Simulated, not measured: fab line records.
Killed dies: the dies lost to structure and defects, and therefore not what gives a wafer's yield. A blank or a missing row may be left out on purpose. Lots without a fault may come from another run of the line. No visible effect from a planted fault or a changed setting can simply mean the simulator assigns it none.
The tool behind it: which one? :: flow rit-cmos :: 14 lots, 42 wafers sampled, at 3 steps of a route of 202

WHAT EACH GAUGE READ, for each wafer
RIT_PLDD_TW_MEAS_10. Usual: PLDD_TW typically reads 2342, with standard deviation 17.
lot: L437
measured: day 3 06:29
on: film-metro-01
PLDD_TW: 2328 2324 2309
flag: 

lot: L438
measured: day 3 06:50
on: film-metro-04
PLDD_TW: 2361 2351 2365
flag: 

lot: L441
measured: day 4 00:01
on: film-metro-01
PLDD_TW: 2338 2335 2336
flag: 

lot: L444
measured: day 4 15:20
on: film-metro-04
PLDD_TW: 2368 2350 2360
flag: 

lot: L445
measured: day 4 15:33
on: film-metro-01
PLDD_TW: 2338 2345 2344
flag: 

lot: L447
measured: day 5 03:46
on: film-metro-04
PLDD_TW: 2350 2353 2353
flag: 

lot: L448
measured: day 5 06:01
on: film-metro-01
PLDD_TW: 2354 2339 2350
flag: 

lot: L452
measured: day 6 10:14
on: film-metro-01
PLDD_TW: 2348 2356 2342
flag: 

lot: L453
measured: day 6 12:31
on: film-metro-04
PLDD_TW: 2290 2297 2287
flag: 

lot: L454
measured: day 6 18:02
on: film-metro-04
PLDD_TW: 2302 2297 2309
flag: 

lot: L455
measured: day 6 21:55
on: film-metro-01
PLDD_TW: 2349 2338 2344
flag: 

lot: L456
measured: day 7 00:31
on: film-metro-04
PLDD_TW: 2351 2354 2344
flag: 

lot: L458
measured: day 7 10:09
on: film-metro-02
PLDD_TW: 2324 2321 2314
flag: 

lot: L460
measured: day 7 16:07
on: film-metro-01
PLDD_TW: 2348 2349 2349
flag: 

RIT_SDANNEAL_RS_MEAS_06: the measuring method here is four-point-probe. Usual: PLDD_RS typically reads 178.5 ohm/sq, with standard deviation 0.53.
lot: L437
measured: day 3 12:41
on: film-metro-04
PLDD_RS (ohm/sq): 177.6 178.5 177.6
flag: 

lot: L438
measured: day 3 14:14
on: film-metro-01
PLDD_RS (ohm/sq): 178.5 178.7 178.6
flag: 

lot: L441
measured: day 4 06:15
on: film-metro-01
PLDD_RS (ohm/sq): 179.3 178.9 179.6
flag: 

lot: L444
measured: day 4 21:49
on: film-metro-04
PLDD_RS (ohm/sq): 179.2 178.8 178.9
flag: 

lot: L445
measured: day 4 22:56
on: film-metro-02
PLDD_RS (ohm/sq): 178.5 178.4 178.0
flag: 

lot: L447
measured: day 5 10:14
on: film-metro-02
PLDD_RS (ohm/sq): 178.9 178.2 178.4
flag: 

lot: L448
measured: day 5 13:11
on: film-metro-04
PLDD_RS (ohm/sq): 178.0 178.0 177.5
flag: 

lot: L452
measured: day 6 16:34
on: film-metro-01
PLDD_RS (ohm/sq): 179.3 179.0 178.6
flag: 

lot: L453
measured: day 6 19:26
on: film-metro-02
PLDD_RS (ohm/sq): 186.6 186.5 186.4
flag: OFF

lot: L454
measured: day 7 01:10
on: film-metro-01
PLDD_RS (ohm/sq): 185.2 184.8 185.0
flag: OFF

lot: L455
measured: day 7 04:14
on: film-metro-02
PLDD_RS (ohm/sq): 179.2 178.7 179.5
flag: 

lot: L456
measured: day 7 07:03
on: film-metro-01
PLDD_RS (ohm/sq): 178.6 178.4 178.6
flag: 

lot: L458
measured: day 7 16:26
on: film-metro-04
PLDD_RS (ohm/sq): 177.6 177.8 178.2
flag: 

lot: L460
measured: day 8 00:16
on: film-metro-02
PLDD_RS (ohm/sq): 178.8 178.5 178.6
flag: 

EACH LOT AND THE TOOL THAT RAN IT (in order: tool; ch and the chambers of the sampled wafers; start)
lot: L437
RIT_PLDD_IMPLANT_08: implanter-02 ch 0, day 3 06:10

lot: L438
RIT_PLDD_IMPLANT_08: implanter-04 ch 0, day 3 06:31

lot: L441
RIT_PLDD_IMPLANT_08: implanter-03 ch 0, day 3 23:42

lot: L444
RIT_PLDD_IMPLANT_08: implanter-03 ch 0, day 4 15:02

lot: L445
RIT_PLDD_IMPLANT_08: implanter-03 ch 0, day 4 15:14

lot: L447
RIT_PLDD_IMPLANT_08: implanter-03 ch 0, day 5 03:27

lot: L448
RIT_PLDD_IMPLANT_08: implanter-02 ch 0, day 5 05:42

lot: L452
RIT_PLDD_IMPLANT_08: implanter-02 ch 0, day 6 09:55

lot: L453
RIT_PLDD_IMPLANT_08: implanter-03 ch 0, day 6 12:11

lot: L454
RIT_PLDD_IMPLANT_08: implanter-03 ch 0, day 6 17:45

lot: L455
RIT_PLDD_IMPLANT_08: implanter-02 ch 0, day 6 21:37

lot: L456
RIT_PLDD_IMPLANT_08: implanter-02 ch 0, day 7 00:11

lot: L458
RIT_PLDD_IMPLANT_08: implanter-02 ch 0, day 7 09:50

lot: L460
RIT_PLDD_IMPLANT_08: implanter-02 ch 0, day 7 15:50
- RIT_PLDD_IMPLANT_08

AS READ BY THE TOOLS THEMSELVES (means over the sampled wafers that have a number; for cases with no such wafer, the mark the record gives instead)
RIT_PLDD_IMPLANT_08. Usual: beam-energy-keV 20.000, standard deviation 0.0062; beam-on-s 10.00 s, standard deviation 0.21; dose-ions-cm2 8.999e+14, standard deviation 9e+11.
lot: L437
tool: implanter-02
beam-energy-keV: 20.001
beam-on-s (s): 10.03
dose-ions-cm2: 9.007e+14
flag: 

lot: L438
tool: implanter-04
beam-energy-keV: 20.005
beam-on-s (s): 10.04
dose-ions-cm2: 9.003e+14
flag: 

lot: L441
tool: implanter-03
beam-energy-keV: 19.993
beam-on-s (s): 9.89
dose-ions-cm2: 9.014e+14
flag: 

lot: L444
tool: implanter-03
beam-energy-keV: 20.000
beam-on-s (s): 9.83
dose-ions-cm2: 8.988e+14
flag: 

lot: L445
tool: implanter-03
beam-energy-keV: 19.996
beam-on-s (s): 9.83
dose-ions-cm2: 8.993e+14
flag: 

lot: L447
tool: implanter-03
beam-energy-keV: 19.999
beam-on-s (s): 10.23
dose-ions-cm2: 8.989e+14
flag: 

lot: L448
tool: implanter-02
beam-energy-keV: 20.004
beam-on-s (s): 9.82
dose-ions-cm2: 9.000e+14
flag: 

lot: L452
tool: implanter-02
beam-energy-keV: 20.004
beam-on-s (s): 9.98
dose-ions-cm2: 9.001e+14
flag: 

lot: L453
tool: implanter-03
beam-energy-keV: 18.003
beam-on-s (s): 9.99
dose-ions-cm2: 8.999e+14
flag: OFF

lot: L454
tool: implanter-03
beam-energy-keV: 17.991
beam-on-s (s): 10.06
dose-ions-cm2: 9.007e+14
flag: OFF

lot: L455
tool: implanter-02
beam-energy-keV: 19.999
beam-on-s (s): 9.98
dose-ions-cm2: 8.996e+14
flag: 

lot: L456
tool: implanter-02
beam-energy-keV: 20.008
beam-on-s (s): 10.14
dose-ions-cm2: 8.999e+14
flag: 

lot: L458
tool: implanter-02
beam-energy-keV: 20.004
beam-on-s (s): 9.95
dose-ions-cm2: 9.002e+14
flag: 

lot: L460
tool: implanter-02
beam-energy-keV: 20.006
beam-on-s (s): 9.87
dose-ions-cm2: 8.989e+14
flag: 

THE ANSWER, worked out from the rows above alone
Rule: take the mean of a lot's wafers that have a number; if it is more than 3 standard deviations from the usual mean, the lot is off. A lot without any number at a reading at which 4 lots or more have one is off too. The other lots that the step has rows for count as sound. Order of review: gauges by route order, followed by the tools' own readings, for which a lot's mean as printed above is used. At the first step where some lot is off, the reading lying furthest off is the one used; lots without a number count as furthest.
Off: L453, L454, seen at RIT_SDANNEAL_RS_MEAS_06 (PLDD_RS).
If a tool, at a process step before that reading, ran all the lots that are off and no sound lot after the first of them, it fits. The gauges at RIT_SDANNEAL_RS_MEAS_06 aren't tried: what is off there is off at RIT_PLDD_IMPLANT_08 too, on other tools, and a gauge's error can't cause that. One fits: RIT_PLDD_IMPLANT_08 on implanter-03. A fault onset in the window from L447 (day 5 03:27, its last sound lot) to L453 (day 6 12:11, its first lot off) fits.
The tool's own readings at RIT_PLDD_IMPLANT_08 bear it out: on the lots that are off they differ by more than 5 times the standard deviation of the sound lots' means. beam-energy-keV reads 17.997 there against 20.002 on the sound lots.

WHAT WAS PUT IN BY THE SIMULATOR
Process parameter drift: implanter-03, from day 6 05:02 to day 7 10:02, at RIT_PLDD_IMPLANT_08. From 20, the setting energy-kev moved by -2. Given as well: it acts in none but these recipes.
Lots struck among those shown: L453, L454. The rule above reached the same finding.
